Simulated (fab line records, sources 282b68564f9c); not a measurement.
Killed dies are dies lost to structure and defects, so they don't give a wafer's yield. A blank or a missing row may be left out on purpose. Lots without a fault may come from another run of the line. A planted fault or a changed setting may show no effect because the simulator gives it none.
One fault seen from 2 desks | flow rit_cmos | each desk has only its own numbers; what lay behind them comes last

THE METROLOGY DESK
What the gauges read, lot by lot, whatever tool the lot ran on: means of the sampled wafers that have a number. A lot is out of limits, marked OUT, if its mean lies more than 4 standard deviations from the usual mean; the brackets give that distance.
Columns: A = cd_nm at RIT_M1_CD_MEAS_90, usual 2601 nm
lot  | first seen here | A
L206 | day 3 08:56     | 2606
L207 | day 3 12:25     | 2600
L208 | day 4 01:17     | 2600
L209 | day 4 07:42     | 2601
L211 | day 4 15:54     | 2599
L212 | day 4 19:34     | 2605
L213 | day 5 02:29     | 2595
L215 | day 5 21:14     | 2606
L216 | day 5 21:29     | 2604
L221 | day 6 18:59     | 2602
L224 | day 7 08:23     | 2561 (-11) OUT
L227 | day 7 22:29     | 2575 (-7.0) OUT
L229 | day 8 03:47     | 2605
L228 | day 19 16:17    | 2595
This desk's finding: out of limits on L224, L227; first on L224, day 7 08:23 (cd_nm at RIT_M1_CD_MEAS_90). In limits: L206, L207, L208, L209, L211, L212, L213, L215, L216, L221, L229, L228.

THE TOOL OWNER'S DESK: rie_metal-01
The tool's own readings at RIT_M1_METAL_ETCH_12 (etches Al in Cl2/BCl3, stops on SiO2, time 165 s, target depth 600 nm): means of the sampled wafers that have a number, for each lot that ran on this tool. A lot is out of limits, marked OUT, if its mean lies more than 4 standard deviations from the usual mean; the brackets give that distance.
Columns: A = drypump_motor_current_A at RIT_M1_METAL_ETCH_12, usual 5.7 A; B = oes_product_au at RIT_M1_METAL_ETCH_12, usual 0.778 a.u.; C = rf_fwd_power_W at RIT_M1_METAL_ETCH_12, usual 248.8 W; D = throttle_valve_pct at RIT_M1_METAL_ETCH_12, usual 8.30 %
lot  | first seen here | A   | B     | C                       | D
L206 | day 3 08:26     | 5.7 | 0.782 | 248.6                   | 8.24
L209 | day 4 07:11     | 5.8 | 0.791 | 248.9                   | 8.27
L212 | day 4 19:03     | 5.8 | 0.795 | 249.6                   | 8.29
L215 | day 5 20:28     | 5.7 | 0.788 | 249.4                   | 8.25
L221 | day 6 18:25     | 5.7 | 0.779 | 249.2                   | 8.24
L224 | day 7 07:51     | 5.9 | 0.804 | 423.9 (+99 or more) OUT | 8.31
L227 | day 7 21:56     | 5.8 | 0.793 | 365.5 (+99 or more) OUT | 8.29
This desk's finding: out of limits on L224, L227; first on L224, day 7 07:51 (rf_fwd_power_W at RIT_M1_METAL_ETCH_12). In limits: L206, L209, L212, L215, L221.

PUT TOGETHER
The tool owner's desk could have raised an alarm at day 7 07:51, on L224, L227.
The metrology desk could have raised an alarm at day 7 08:23, on L224, L227.
Of the lots named, all ran RIT_M1_METAL_ETCH_12 on rie_metal-01.

WHAT THE SIMULATOR HAD PUT IN
Process parameter drift: rie_metal-01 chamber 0, from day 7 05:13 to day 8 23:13, at RIT_M1_METAL_ETCH_12. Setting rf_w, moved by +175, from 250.
Lots struck among those shown: L224, L227.
Hours from the fault's start to each desk's first reading out of limits: the tool owner's desk, 3; the metrology desk, 3.
